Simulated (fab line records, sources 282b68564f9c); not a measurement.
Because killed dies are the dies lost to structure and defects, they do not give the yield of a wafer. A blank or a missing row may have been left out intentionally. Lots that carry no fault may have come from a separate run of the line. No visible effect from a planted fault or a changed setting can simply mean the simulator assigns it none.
Which of the tools did it? + flow ritCmos + 45 wafers from 15 lots sampled at 3 of the route's 202 steps

== WHAT EACH GAUGE READ, for each wafer ==
RIT_NLDD_TW_MEAS_10.
| lot  | measured    | on           | NLDD_TW        |
|------|-------------|--------------|----------------|
| L431 | day 2 17:25 | filmMetro-02 | 2467 2479 2468 |
| L432 | day 2 22:22 | filmMetro-01 | 2465 2477 2472 |
| L433 | day 3 04:46 | filmMetro-01 | 2463 2446 2454 |
| L435 | day 3 15:28 | filmMetro-01 | 2441 2450 2439 |
| L436 | day 3 19:41 | filmMetro-01 | 2904 2895 2882 |
| L437 | day 3 23:09 | filmMetro-03 | 2475 2454 2466 |
| L440 | day 4 15:30 | filmMetro-03 | 2912 2924 2930 |
| L441 | day 4 20:20 | filmMetro-03 | 2945 2950 2947 |
| L442 | day 5 00:22 | filmMetro-03 | 2460 2463 2459 |
| L446 | day 5 23:59 | filmMetro-01 | 2473 2458 2434 |
| L448 | day 6 07:31 | filmMetro-03 | 2481 2471 2478 |
| L449 | day 6 14:05 | filmMetro-02 | 2459 2441 2456 |
| L450 | day 6 21:42 | filmMetro-01 | 2444 2452 2431 |
| L452 | day 7 06:37 | filmMetro-02 | 2464 2436 2454 |
| L454 | day 7 15:42 | filmMetro-01 | 2457 2460 2457 |

RIT_SDANNEAL_RS_MEAS_07: the measuring method here is four-point-probe.
| lot  | measured    | on           | NLDD_RS (ohm/sq)  |
|------|-------------|--------------|-------------------|
| L431 | day 3 01:10 | filmMetro-01 | 152.2 151.7 151.9 |
| L432 | day 3 06:14 | filmMetro-03 | 151.3 152.0 151.9 |
| L433 | day 3 12:40 | filmMetro-02 | 151.1 151.2 151.9 |
| L435 | day 3 23:21 | filmMetro-01 | 151.6 151.9 151.6 |
| L436 | day 4 06:52 | filmMetro-03 | 86.5 86.6 86.5    |
| L437 | day 4 07:06 | filmMetro-02 | 151.9 152.0 152.0 |
| L440 | day 4 23:17 | filmMetro-03 | 86.5 86.7 86.6    |
| L441 | day 5 05:26 | filmMetro-03 | 86.2 86.4 86.4    |
| L442 | day 5 08:37 | filmMetro-02 | 152.8 153.1 153.0 |
| L446 | day 6 08:01 | filmMetro-02 | 152.0 152.0 153.1 |
| L448 | day 6 15:17 | filmMetro-02 | 151.8 152.0 151.6 |
| L449 | day 6 21:50 | filmMetro-03 | 150.8 151.7 151.8 |
| L450 | day 7 06:41 | filmMetro-03 | 151.0 151.3 151.7 |
| L452 | day 7 14:22 | filmMetro-03 | 151.3 151.1 150.7 |
| L454 | day 7 23:28 | filmMetro-03 | 152.1 151.8 151.6 |

== WHAT TOOL EACH LOT RAN ON (gives the tool, then ch and the chambers of the sampled wafers, and finally the start) ==
| lot  | RIT_NLDD_IMPLANT_08            |
|------|--------------------------------|
| L431 | implanter-03 ch 0, day 2 17:07 |
| L432 | implanter-04 ch 0, day 2 22:05 |
| L433 | implanter-03 ch 0, day 3 04:26 |
| L435 | implanter-03 ch 0, day 3 15:09 |
| L436 | implanter-04 ch 0, day 3 18:59 |
| L437 | implanter-02 ch 0, day 3 22:49 |
| L440 | implanter-03 ch 0, day 4 14:52 |
| L441 | implanter-04 ch 0, day 4 19:43 |
| L442 | implanter-04 ch 0, day 5 00:02 |
| L446 | implanter-02 ch 0, day 5 23:39 |
| L448 | implanter-02 ch 0, day 6 07:11 |
| L449 | implanter-04 ch 0, day 6 13:45 |
| L450 | implanter-04 ch 0, day 6 21:22 |
| L452 | implanter-03 ch 0, day 7 06:19 |
| L454 | implanter-03 ch 0, day 7 15:23 |
- RIT_NLDD_IMPLANT_08

== AS READ BY THE TOOLS THEMSELVES (means over the sampled wafers that have a number; for cases with no such wafer, the mark the record gives instead) ==
RIT_NLDD_IMPLANT_08.
| lot  | tool         | beamEnergyKeV |
|------|--------------|---------------|
| L431 | implanter-03 | 19.996        |
| L432 | implanter-04 | 20.005        |
| L433 | implanter-03 | 19.994        |
| L435 | implanter-03 | 19.999        |
| L436 | implanter-04 | 19.997        |
| L437 | implanter-02 | 20.005        |
| L440 | implanter-03 | 19.997        |
| L441 | implanter-04 | 20.000        |
| L442 | implanter-04 | 20.001        |
| L446 | implanter-02 | 20.001        |
| L448 | implanter-02 | 20.000        |
| L449 | implanter-04 | 20.000        |
| L450 | implanter-04 | 19.997        |
| L452 | implanter-03 | 19.996        |
| L454 | implanter-03 | 19.998        |

== THE ANSWER, worked out from the rows above alone ==
Rule: what is usual is taken from the lots themselves. The widest of any qualifying gaps counts: lots, ordered by their means at a reading, are off when they make up no more than a third of the lots, leave a main group of 4 or more, and stand apart from it by 3 or more times the standard deviation of that group's means. The tables above print the reading to a certain number of digits; a main group whose means all agree to those digits is not used. A lot without any number at a reading at which 4 lots or more have one is off too. Any other lot the step has rows for is counted as sound. First the gauges in route order, then the tools' own readings, where a lot's mean is used as printed above. At the first step where some lot is off, the reading lying furthest off is the one used; lots without a number count as furthest.
Off: at RIT_NLDD_TW_MEAS_10 (NLDD_TW), L436, L440, L441. Main group: mean 2458, sd 10.
If a tool, at a process step before that reading, ran all the lots that are off and no sound lot after the first of them, it fits. The gauges at RIT_NLDD_TW_MEAS_10 are tried like those tools. None of those tried fits.

== WHAT HAD BEEN PUT IN BY THE SIMULATOR ==
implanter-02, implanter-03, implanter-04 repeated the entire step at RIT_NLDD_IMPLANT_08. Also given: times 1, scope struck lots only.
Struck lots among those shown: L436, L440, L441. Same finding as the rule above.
